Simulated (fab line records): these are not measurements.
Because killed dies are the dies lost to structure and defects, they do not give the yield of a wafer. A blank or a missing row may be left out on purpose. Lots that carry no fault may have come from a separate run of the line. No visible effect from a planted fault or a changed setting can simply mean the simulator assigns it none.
Which tool did it? ; flow berkeleyCmos170 ; 14 lots with 42 wafers sampled at 4 steps, on a route of 331 steps

WHAT EACH GAUGE READ, for each wafer
UCB170_V2_THK_MEAS_01. Usual: V2_TEOS_THK 1991 nm, standard deviation 28.
lot;measured;on;V2_TEOS_THK (nm);flag
L219;day 7 19:01;filmMetro-03;1971 1994 1997;
L220;day 8 07:29;filmMetro-03;1976 1980 2009;
L222;day 8 15:13;filmMetro-04;1984 2035 2021;
L223;day 8 23:46;filmMetro-04;2039 1995 2023;
L224;day 9 15:59;filmMetro-03;1997 1998 1998;
L225;day 9 16:11;filmMetro-04;1941 1998 2019;
L227;day 9 16:26;filmMetro-04;1949 1980 2005;
L228;day 9 16:43;filmMetro-03;1987 1978 2008;
L230;day 10 11:43;filmMetro-02;2002 2030 2003;
L232;day 10 11:40;filmMetro-03;1975 2010 2037;
L236;day 11 04:59;filmMetro-02;1981 1998 2010;
L238;day 12 00:13;filmMetro-02;1979 1987 1995;
L237;day 12 00:20;filmMetro-03;1932 1936 1963;
L239;day 11 23:51;filmMetro-03;2003 1991 2003;

WHICH TOOL RAN EACH LOT (tool, then ch and the chambers of the sampled wafers, then the start)
lot;UCB170_NSD_STRIP_09;UCB170_SDANNEAL_RTA_00;UCB170_SILICIDE_SPUTTER_01
L219;plasmaAsher-02 ch 0, day 6 23:14;rtpAnneal-01 ch 0, day 7 01:35;pvdSputter-02, day 7 02:15
L220;plasmaAsher-03 ch 0,1, day 7 10:42;rtpAnneal-02 ch 0, day 7 12:26;pvdSputter-01, day 7 13:06
L222;plasmaAsher-04 ch 0,1, day 7 20:35;rtpAnneal-02 ch 0, day 7 21:59;pvdSputter-01, day 7 22:38
L223;plasmaAsher-03 ch 0,1, day 8 03:32;rtpAnneal-01 ch 0, day 8 04:48;pvdSputter-02, day 8 05:28
L224;plasmaAsher-04 ch 0,1, day 8 13:34;rtpAnneal-01 ch 0, day 8 16:41;pvdSputter-01, day 8 17:22
L225;plasmaAsher-02 ch 0,1, day 8 14:12;rtpAnneal-02 ch 0, day 8 16:42;pvdSputter-03, day 8 17:22
L227;plasmaAsher-02 ch 0,1, day 8 17:44;rtpAnneal-01 ch 0, day 8 18:49;pvdSputter-03, day 8 19:29
L228;plasmaAsher-03 ch 1, day 8 18:01;rtpAnneal-02 ch 0, day 8 19:14;pvdSputter-01, day 8 19:55
L230;plasmaAsher-04 ch 0,1, day 9 10:01;rtpAnneal-01 ch 0, day 9 14:20;pvdSputter-01, day 9 15:00
L232;plasmaAsher-02 ch 0,1, day 9 15:32;rtpAnneal-01 ch 0, day 9 16:59;pvdSputter-02, day 9 17:39
L236;plasmaAsher-02 ch 0,1, day 10 08:35;rtpAnneal-01 ch 0, day 10 10:07;pvdSputter-03, day 10 10:47
L238;plasmaAsher-04 ch 0,1, day 11 03:32;rtpAnneal-01 ch 0, day 11 04:51;pvdSputter-01, day 11 05:32
L237;plasmaAsher-02 ch 0,1, day 11 03:58;rtpAnneal-02 ch 0, day 11 05:19;pvdSputter-01, day 11 05:59
L239;plasmaAsher-04 ch 0,1, day 11 04:20;rtpAnneal-01 ch 0, day 11 05:25;pvdSputter-03, day 11 06:05
- UCB170_NSD_STRIP_09: strips in O2.
- UCB170_SDANNEAL_RTA_00: time 10 s.
- UCB170_SILICIDE_SPUTTER_01: material Ti, target thk 30 nm, time 26.11 s.

WHAT THE TOOLS THEMSELVES READ (means of the sampled wafers that have a number; where no wafer has one, the mark that the record gives instead)
UCB170_NSD_STRIP_09. Usual: drypumpMotorCurrentA 5.7 A, standard deviation 0.36; oesProductAu 0.537 a.u., standard deviation 0.0046; stripTimeToEndpointS 36.11 s, standard deviation 0.081.
lot;tool;drypumpMotorCurrentA (A);oesProductAu (a.u.);stripTimeToEndpointS (s);flag
L219;plasmaAsher-02;6.1;0.536;36.06;
L220;plasmaAsher-03;6.1;0.536;36.15;
L222;plasmaAsher-04;5.4;0.535;36.18;
L223;plasmaAsher-03;6.2;0.533;36.09;
L224;plasmaAsher-04;5.3;0.534;36.02;
L225;plasmaAsher-02;6.0;0.535;36.12;
L227;plasmaAsher-02;6.0;0.535;36.07;
L228;plasmaAsher-03;6.0;0.535;36.10;
L230;plasmaAsher-04;5.4;0.538;36.12;
L232;plasmaAsher-02;5.9;0.536;36.06;
L236;plasmaAsher-02;6.0;0.534;36.14;
L238;plasmaAsher-04;5.4;0.539;36.00;
L237;plasmaAsher-02;5.9;0.531;36.12;
L239;plasmaAsher-04;5.4;0.539;36.01;

UCB170_SDANNEAL_RTA_00. Usual: lampPowerPct 28.3 %, standard deviation 3; wafer_temp_C_max 904.7, standard deviation 1.3.
lot;tool;lampPowerPct (%);wafer_temp_C_max;flag
L219;rtpAnneal-01;25.4;903.1;
L220;rtpAnneal-02;31.3;905.2;
L222;rtpAnneal-02;31.3;905.9;
L223;rtpAnneal-01;25.4;903.0;
L224;rtpAnneal-01;25.4;904.8;
L225;rtpAnneal-02;31.3;905.6;
L227;rtpAnneal-01;25.4;903.8;
L228;rtpAnneal-02;31.3;905.0;
L230;rtpAnneal-01;25.4;903.8;
L232;rtpAnneal-01;25.4;903.3;
L236;rtpAnneal-01;25.4;903.7;
L238;rtpAnneal-01;25.4;903.7;
L237;rtpAnneal-02;31.3;905.9;
L239;rtpAnneal-01;25.4;903.9;

UCB170_SILICIDE_SPUTTER_01. Usual: chamberPressurePa 0.5000 Pa, standard deviation 0.0011; throttleValvePct 30.1 %, standard deviation 1.
lot;tool;chamberPressurePa (Pa);throttleValvePct (%);flag
L219;pvdSputter-02;0.4998;30.2;
L220;pvdSputter-01;0.4996;31.2;
L222;pvdSputter-01;0.4998;30.4;
L223;pvdSputter-02;0.5017;30.9;
L224;pvdSputter-01;0.4998;30.2;
L225;pvdSputter-03;0.4992;30.1;
L227;pvdSputter-03;0.5000;29.9;
L228;pvdSputter-01;0.5003;30.4;
L230;pvdSputter-01;0.5004;29.6;
L232;pvdSputter-02;0.4996;30.3;
L236;pvdSputter-03;0.5010;30.7;
L238;pvdSputter-01;0.4992;30.7;
L237;pvdSputter-01;0.5002;29.6;
L239;pvdSputter-03;0.5003;30.4;

THE ANSWER, worked out from the rows above alone
Rule: take the mean of a lot's wafers that have a number; if it is more than 3 standard deviations from the usual mean, the lot is off. A lot without any number at a reading at which 4 lots or more have one is off too. Where the step has rows for the other lots, those lots are counted as sound. First the gauges in route order, then the tools' own readings, where a lot's mean is used as printed above. The first step at which some lot is off is used, and at that step the reading that is off furthest; a lot without a number counts as furthest.
No lot is off on any of the readings shown, so nothing can be concluded from this.

WHAT WAS PUT IN BY THE SIMULATOR
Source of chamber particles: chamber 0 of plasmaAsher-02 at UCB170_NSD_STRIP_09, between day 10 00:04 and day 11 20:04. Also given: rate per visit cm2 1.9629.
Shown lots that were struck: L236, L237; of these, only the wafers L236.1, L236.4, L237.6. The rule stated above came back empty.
